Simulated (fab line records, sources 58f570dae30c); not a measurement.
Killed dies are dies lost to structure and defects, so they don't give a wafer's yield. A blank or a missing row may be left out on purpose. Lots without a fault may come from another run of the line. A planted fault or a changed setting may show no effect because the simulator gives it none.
Chamber matching | flow berkeley_cmos170 | UCB170_ZERO_ETCH_06 on rie_diel-02: 4 sister chambers
The step etches SiO2 in CHF3/CF4/Ar, time 12 s. 16 wafers are shown with their chamber, then 8 later ones without.

WAFERS WITH THEIR CHAMBER
wafer  | chamber | drypump_motor_current_A (A) | throttle_valve_pct (%) | oes_product_au (a.u.)
L453.3 | 2       | 5.5                         | 9.19                   | 0.614
L453.4 | 3       | 5.9                         | 9.34                   | 0.615
L453.6 | 2       | 5.5                         | 9.18                   | 0.612
L454.1 | 2       | 5.5                         | 9.20                   | 0.613
L454.2 | 1       | 4.9                         | 9.26                   | 0.627
L454.3 | 3       | 5.8                         | 9.34                   | 0.617
L455.1 | 3       | 5.8                         | 9.35                   | 0.617
L455.5 | 0       | 6.4                         | 9.48                   | 0.615
L455.6 | 3       | 5.9                         | 9.34                   | 0.618
L458.2 | 2       | 5.5                         | 9.19                   | 0.617
L458.3 | 1       | 4.9                         | 9.27                   | 0.618
L458.5 | 3       | 5.9                         | 9.34                   | 0.616
L460.2 | 0       | 6.4                         | 9.47                   | 0.620
L460.5 | 0       | 6.5                         | 9.47                   | 0.617
L460.6 | 3       | 5.9                         | 9.35                   | 0.617
L470.1 | 2       | 5.5                         | 9.19                   | 0.606

SIGNATURES (means of the wafers above)
reading                 | chamber 0 | chamber 1 | chamber 2 | chamber 3 | scatter within a chamber
drypump_motor_current_A | 6.433     | 4.900     | 5.500     | 5.867     | 0.0408
throttle_valve_pct      | 9.4733    | 9.2650    | 9.1900    | 9.3433    | 0.00612
oes_product_au          | 0.61733   | 0.62250   | 0.61240   | 0.61667   | 0.00321
Rule: a wafer's distance from a chamber is the root of the sum, over the readings, of the square of ((its reading less the chamber's mean) divided by the reading's scatter). The wafer belongs to the nearest chamber; if the next one is less than 2 further off, it can't be placed. The scatter: the root of (the sum of the squares of (reading less its chamber's mean) over the shown wafers, divided by (wafers less chambers)).

WAFERS WITHOUT THEIR CHAMBER
wafer  | drypump_motor_current_A (A) | throttle_valve_pct (%) | oes_product_au (a.u.)
L470.3 | 5.9                         | 9.34                   | 0.620
L470.5 | 4.9                         | 9.26                   | 0.628
L471.1 | 5.8                         | 9.35                   | 0.616
L471.3 | 6.4                         | 9.46                   | 0.622
L471.4 | 5.5                         | 9.19                   | 0.612
L474.1 | 5.9                         | 9.33                   | 0.608
L474.2 | 4.9                         | 9.28                   | 0.623
L474.3 | 5.5                         | 9.19                   | 0.610

WHICH CHAMBER EACH WENT THROUGH
wafer  | from the rows above | in truth
L470.3 | 3                   | 3
L470.5 | 1                   | 1
L471.1 | 3                   | 3
L471.3 | 0                   | 0
L471.4 | 2                   | 2
L474.1 | 3                   | 3
L474.2 | 1                   | 1
L474.3 | 2                   | 2
Placed correctly: 8 of 8. Can't be placed from these rows: 0. Placed wrongly: 0.
